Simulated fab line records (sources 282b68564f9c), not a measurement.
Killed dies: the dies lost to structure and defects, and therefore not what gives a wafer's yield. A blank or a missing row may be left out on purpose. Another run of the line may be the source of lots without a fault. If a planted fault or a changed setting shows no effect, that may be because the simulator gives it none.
A struck lot beside a sound one :: flow rit cmos :: 34 steps out of a route of 202
Sound: these wafers, L835.2, L835.5, L835.6. Wafers L840.3, L840.5, L840.6 were the ones struck. The cause is named last.
For every step that has rows: the tool of each side, followed by ch and its chambers, followed by its first start. Under that, the readings that differ: sound wafers :: struck wafers :: difference of the means :: sigmas: that difference in standard deviations of wafers without a fault.
alike: words and numbers the same on both sides, and readings whose means are apart by under 2 such deviations; not compared: readings that were withheld, readings missing a value for some wafer, numbers with overlapping values and no deviation given by the record, and bounds like >300 which may hide the same value.
The two part at a step that has a row with sigmas, a row that says differs or no value, or rows on one side only. Numbers that don't overlap but have no deviation are shown without sigmas and don't part them. A reading missing from all wafers of one side parts the sides only when that side holds two or more wafers.

first, 4 steps without rows for these wafers: RIT_ACTIVE_CLEAN_15 (cleans in SC1, time 600 s); RIT_ACTIVE_CLEAN_16 (cleans in dHF, time 30 s); RIT_ACTIVE_CLEAN_17 (cleans in SC2, time 600 s); RIT_FOX1_OXIDATION_00 (target thk 350.7 nm, ox time 1130 s).
RIT_FOX1_THK_MEAS_01:
  sound on film metro-03, day 2 12:59; struck on film metro-03, day 3 14:46
  alike: FOX1_OXIDE_THK
then, 2 steps without rows for these wafers: RIT_FOX1_WET_ETCH_02 (etches SiO2 in BOE, target depth 350 nm, time 390 s); RIT_FOX2_OXIDATION_00 (target thk 350.7 nm, ox time 1130 s).
RIT_FOX2_THK_MEAS_01:
  sound on film metro-01, day 2 14:29; struck on film metro-01, day 3 16:19
  alike: FOX2_OXIDE_THK
then, 2 steps without rows for these wafers: RIT_FOX2_CLEAN_02 (cleans in dHF, time 180 s); RIT_FOX2_WET_ETCH_03 (etches Si3N4 in H3PO4, target depth 195 nm, time 2700 s).
RIT_FOX2_THK_MEAS_90:
  sound on film metro-04, day 2 15:26; struck on film metro-03, day 3 17:11
  alike: FIELD_OXIDE_LEFT_1_THK
then, 1 step without rows for these wafers: RIT_NWELL_HMDS_00 (prime time 60 s).
RIT_NWELL_COAT_01: resist thk 1300 nm.
  sound on litho track-04 ch 0, day 2 15:40; struck on litho track-04, day 3 17:25
  no value came back on the struck wafers for chill plate temp C (C), dispense pressure kPa (kPa); on the sound wafers chill plate temp C (C) reads 23.16 23.06 23.02
then, 4 steps without rows for these wafers: RIT_NWELL_SOFTBAKE_02 (time 60 s); RIT_NWELL_EXPOSE_03 (exposes mask M2, target cd 43900 nm); RIT_NWELL_PEB_04; RIT_NWELL_DEVELOP_05 (develop time 68 s).
RIT_NWELL_OVL_MEAS_06:
  sound on overlay-01, day 2 16:29; struck on overlay-01, day 3 18:07
reading: NWELL_OVL (nm)
sound: -0.2 0.3 -0.3
struck: - - -
difference: no value on the struck wafers
sigmas: 
then, 2 steps without rows for these wafers: RIT_NWELL_HARDBAKE_07 (time 120 s); RIT_NWELL_IMPLANT_08.
RIT_NWELL_STRIP_09: strips in O2, time 180 s.
  sound on plasma asher-03 ch 0,1, day 2 16:55; struck on plasma asher-03 ch 0,1, day 3 18:36
  alike: drypump motor current A, o2 flow sccm
  not compared: rf hours counter h
RIT_NWELL_TW_MEAS_10:
  sound on film metro-02, day 2 17:07; struck on film metro-03, day 3 18:44
reading: NWELL_TW
sound: 2159 2161 2172
struck: 2181 2191 2184
difference: +21
sigmas: +2
then, 6 steps without rows for these wafers: RIT_PWELL_HMDS_00 (prime time 60 s); RIT_PWELL_COAT_01 (resist thk 1300 nm); RIT_PWELL_SOFTBAKE_02 (time 60 s); RIT_PWELL_EXPOSE_03 (exposes mask M3, target cd 43700 nm); RIT_PWELL_PEB_04; RIT_PWELL_DEVELOP_05 (develop time 68 s).
RIT_PWELL_OVL_MEAS_06:
  sound on overlay-01, day 2 18:02; struck on overlay-01, day 3 19:40
reading: PWELL_OVL (nm)
sound: 1.8 1.8 0.9
struck: -2.4 -1.4 -0.5
difference: -2.9
sigmas: -3
then, 2 steps without rows for these wafers: RIT_PWELL_HARDBAKE_07 (time 120 s); RIT_PWELL_IMPLANT_08.
RIT_PWELL_STRIP_09: strips in O2, time 180 s.
  sound on plasma asher-02 ch 0,1, day 2 18:28; struck on plasma asher-03 ch 0,1, day 3 20:10
  alike: drypump motor current A, o2 flow sccm
  not compared: rf hours counter h
RIT_PWELL_TW_MEAS_10:
  sound on film metro-04, day 2 18:40; struck on film metro-02, day 3 20:18
reading: PWELL_TW
sound: 952 954 960
struck: 2220 2208 2215
difference: +1259
sigmas: +99 or more
then, 1 step without rows for these wafers: RIT_WELLDRIVE_ANNEAL_00 (time 14700 s).

WHERE THEY PART
Earliest at RIT_NWELL_COAT_01; latest, in this record, at RIT_PWELL_TW_MEAS_10.

WHY: what the simulator had put in
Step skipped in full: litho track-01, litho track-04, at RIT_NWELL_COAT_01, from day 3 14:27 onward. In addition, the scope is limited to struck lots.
